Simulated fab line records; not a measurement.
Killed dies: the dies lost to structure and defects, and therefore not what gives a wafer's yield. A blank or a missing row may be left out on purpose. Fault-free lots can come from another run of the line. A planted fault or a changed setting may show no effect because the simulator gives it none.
fab line records	flow rit-cmos
record: lots: 13	wafers: 39	last-day: 8
route steps=202 shown PWELL@42 M1@202
lots that met no fault: from a run of the same line without faults
start-h: hours from the record's first day to the start of the lot's first wafer shown	wait-h: how many hours have passed since the lot's step before this one	" the same as in the row above	L1.1+2: a single row standing in for several wafers	- no value present, or no start provided	* or withheld: withheld	< > ~ a bound
route shown NAME@n: NAME is a module with steps in the file, n the number in the route of the first one	usual: mean/standard deviation taken from wafers without a fault	same: alike in all rows	chamber/n: place in a boat	sites: per-site readings	_std_site: the values' standard deviation	_edge_site: outer sites' mean less inner sites'	radius-mm: how far each site lies from the wafer's centre	mask NAME#n: copy n	behind: the most recent tool/chamber to have shaped the wafer	hold: why the lot was held/for how many hours/how that ended	device: names the non-switching transistor (n, p or np)	end of line: at the end of the route, the tests of the same wafers	for a step that has no rows: nothing shown but its recipe	killed: not the wafer's yield, but the dies lost to structure and defects at the first sort	map: a wafer's dies, x killed, . not, _ none there
set.NAME: the run value of the setting; set.NAME@STEP: its run value at that earlier step	model.NAME: the simulator's own value behind a step, which no gauge read
the route's steps for a sample of lots (tables are steps, rows are wafers)
services: a tool's chamber out of use, with start hour (start-h, from the record's first day; less than 0 if before it), hours out, and reason
== steps ==
step: RIT_PWELL_EXPOSE_03
recipe: mask-id: M3	na: 0.57	target-cd-nm: 43700	dose-mj: 250
usual: stage-vel-mm-s: 499.95/0.26
lot.wafer	tool	chamber	start-h	wait-h	mask	stage-vel-mm-s
L518.2	iline-stepper-02	0	24.81	0.2	M3#0	500.27
L518.5	"	0	"	"	M3#0	500.45
L518.6	"	0	"	"	M3#0	499.95
L519.1	iline-stepper-01	0	31.55	0.2	M3#0	500.10
L519.3	"	0	"	"	M3#0	500.17
L519.4	"	0	"	"	M3#0	499.83
L521.2	iline-stepper-02	0	38.92	0.2	M3#0	499.77
L521.5	"	0	"	"	M3#0	499.97
L521.6	"	0	"	"	M3#0	500.25
L524.3	iline-stepper-01	0	53.33	0.2	M3#0	500.44
L524.4	"	0	"	"	M3#0	500.11
L524.6	"	0	"	"	M3#0	500.26
L525.1	iline-stepper-01	0	66.22	0.1	M3#0	500.01
L525.2	"	0	"	"	M3#0	499.69
L525.3	"	0	"	"	M3#0	499.98
L526.1	iline-stepper-01	0	69.68	0.1	M3#0	500.07
L526.5	"	0	"	"	M3#0	500.34
L526.6	"	0	"	"	M3#0	499.96
L528.2	iline-stepper-01	0	77.43	0.2	M3_R1#0	499.87
L528.5	"	0	"	"	M3_R1#0	499.91
L528.6	"	0	"	"	M3_R1#0	499.95
L529.2	iline-stepper-02	0	82.56	0.2	M3#0	499.90
L529.3	"	0	"	"	M3#0	499.85
L529.6	"	0	"	"	M3#0	499.87
L534.1	iline-stepper-02	0	105.01	0.1	M3#0	500.18
L534.4	"	0	"	"	M3#0	499.79
L534.5	"	0	"	"	M3#0	499.70
L538.1	iline-stepper-01	0	125.86	0.1	M3#0	500.37
L538.2	"	0	"	"	M3#0	499.99
L538.6	"	0	"	"	M3#0	499.74
L539.4	iline-stepper-02	0	135.54	0.2	M3#0	500.28
L539.5	"	0	"	"	M3#0	500.01
L539.6	"	0	"	"	M3#0	499.96
L540.2	iline-stepper-02	0	141.79	0.1	M3#0	499.75
L540.3	"	0	"	"	M3#0	499.85
L540.5	"	0	"	"	M3#0	499.70
L541.2	iline-stepper-02	0	151.30	0.1	M3#0	500.01
L541.3	"	0	"	"	M3#0	500.06
L541.5	"	0	"	"	M3#0	500.39
step: RIT_M1_PROBE_99
usual: killed-at-contacts: 0.0/0.16	killed-at-front-end: 7/3.1	killed-dies: 7/3.1	killed-open: 3.6/2.2	killed-short: 3.4/2.1
same: gross-dies: 264	killed_at_M0_to_M3: 0	killed_at_M4_up: 0	killed-at-back-side: 0	killed-at-other: 0
lot.wafer	tool	chamber	start-h	wait-h	killed-at-contacts	killed-at-front-end	killed-dies	killed-open	killed-short
L539.4	prober-01	-	180.28	0.2	0	6	6	3	3
L539.5	prober-01	-	180.33	0.2	0	7	7	3	4
L539.6	prober-01	-	180.38	0.2	1	9	10	7	3
killed by level:class
L539.4 FOX1:geometric-particle:open=1 FOX1:geometric-particle:short=1 FOX2:geometric-particle:short=1 GATE:geometric-particle:open=1 REOX:geometric-particle:short=1 SILICIDE:geometric-particle:open=1
L539.5 GATE:geometric-particle:short=2 GATE:geometric-particle:open=2 FOX1:geometric-particle:short=1 FOX1:geometric-particle:open=1 REOX:geometric-particle:short=1
L539.6 GATE:geometric-particle:open=3 FOX1:geometric-particle:short=2 FOX1:geometric-particle:open=1 REOX:geometric-particle:open=1 SPACER:geometric-particle:short=1 SILICIDE:geometric-particle:open=1 CONTACT:geometric-particle:open=1
== services ==
tool	chamber	start-h	hours	kind
iline-stepper-01	0	51.91	-	calibration
iline-stepper-01	-	71.45	5.4	repair
iline-stepper-02	-	90.61	1.7	pm
iline-stepper-02	0	137.05	-	calibration
== key ==
first-sign: step: RIT_PWELL_EXPOSE_03	reading: mask	direction: changed
effect none on later readings
met-at RIT_PWELL_EXPOSE_03
struck-lots L528
tester-left-out L528
onset-between 69.68 77.43
fault: kind: wrong-mask	tool: any	chamber: -	onset-h: 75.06	steps: RIT_PWELL_EXPOSE_03	aux-copy: M3_R1#0	cd-offset-nm: -350	scope: struck-lots-only
tester-left-out: of these lots the tester's yield and bins aren't shown, on N5 and GAA mostly nor the transistor test; their killed dies are dies lost to structure and defects alone, not to doping, threshold or leakage, so they don't give the yield
